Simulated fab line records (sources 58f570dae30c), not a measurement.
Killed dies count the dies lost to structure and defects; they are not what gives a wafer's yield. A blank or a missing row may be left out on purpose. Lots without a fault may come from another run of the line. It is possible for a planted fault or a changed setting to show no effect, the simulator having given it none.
One fault seen from 2 desks + flow berkeley-cmos170 + what lay behind the numbers comes last; until then each desk has only its own

THE TOOL OWNER'S DESK: rie-diel-04
The tool's own readings at UCB170_M1_ETCH_11 (etches BARC in N2/H2): means of the sampled wafers that have a number, for each lot that ran on this tool. Marked OUT: a lot whose mean sits more than 4 standard deviations from the usual mean, which makes it out of limits; the brackets give that distance.
Columns: A = drypump-motor-current-A at UCB170_M1_ETCH_11, usual 5.6 A; B = oes-product-au at UCB170_M1_ETCH_11, usual 1.007 a.u.; C = throttle-valve-pct at UCB170_M1_ETCH_11, usual 13.37 %
| lot  | first seen here | A   | B     | C     |
|------|-----------------|-----|-------|-------|
| L838 | day 8 19:16     | 5.5 | 0.997 | 13.38 |
| L841 | day 10 05:22    | 5.2 | 1.010 | 13.50 |
| L843 | day 10 11:16    | 5.6 | 0.985 | 13.33 |
| L847 | day 10 20:32    | 5.3 | 0.986 | 13.41 |
| L850 | day 11 09:37    | 5.4 | 1.002 | 13.45 |
| L853 | day 12 02:43    | 5.5 | 0.996 | 13.40 |
This desk found nothing out of limits on any of the 6 lots.

FROM THE METROLOGY DESK
Means of the sampled wafers that have a number, per lot and without regard to the tool the lot ran on: this is what the gauges read. Marked OUT: a lot whose mean sits more than 4 standard deviations from the usual mean, which makes it out of limits; the brackets give that distance.
Columns: A = V1_BOW at UCB170_V1_BOW_MEAS_03, usual 18 um; B = cd-nm at UCB170_M2_CD_MEAS_90, usual 699 nm; C = V2_POLISHED_THK at UCB170_V2_THK_MEAS_04, usual 999.4 nm
| lot  | first seen here | A  | B   | C      |
|------|-----------------|----|-----|--------|
| L830 | day 7 03:32     | 22 | 692 | 1001.7 |
| L831 | day 8 04:33     | 25 | 697 | 998.8  |
| L836 | day 8 18:58     | 19 | 703 | 999.7  |
| L835 | day 8 19:00     | 14 | 698 | 1000.2 |
| L839 | day 9 01:54     | 15 | 701 | 999.5  |
| L838 | day 9 01:55     | 17 | 702 | 998.1  |
| L840 | day 9 11:44     | 29 | 697 | 998.4  |
| L841 | day 10 08:31    | 20 | 698 | 999.2  |
| L845 | day 10 14:40    | 13 | 695 | 1000.8 |
| L843 | day 10 14:58    | 24 | 696 | 999.1  |
| L846 | day 10 14:58    | 18 | 702 | 999.6  |
| L847 | day 11 02:32    | 16 | 698 | 999.1  |
| L850 | day 11 13:34    | 13 | 699 | 999.5  |
| L853 | day 12 07:17    | 21 | 690 | 999.3  |
This desk found nothing out of limits on any of the 14 lots.

TAKEN TOGETHER
The tool owner's desk saw nothing out of limits.
At the metrology desk, nothing out of limits was observed.

WHAT WAS PUT IN BY THE SIMULATOR
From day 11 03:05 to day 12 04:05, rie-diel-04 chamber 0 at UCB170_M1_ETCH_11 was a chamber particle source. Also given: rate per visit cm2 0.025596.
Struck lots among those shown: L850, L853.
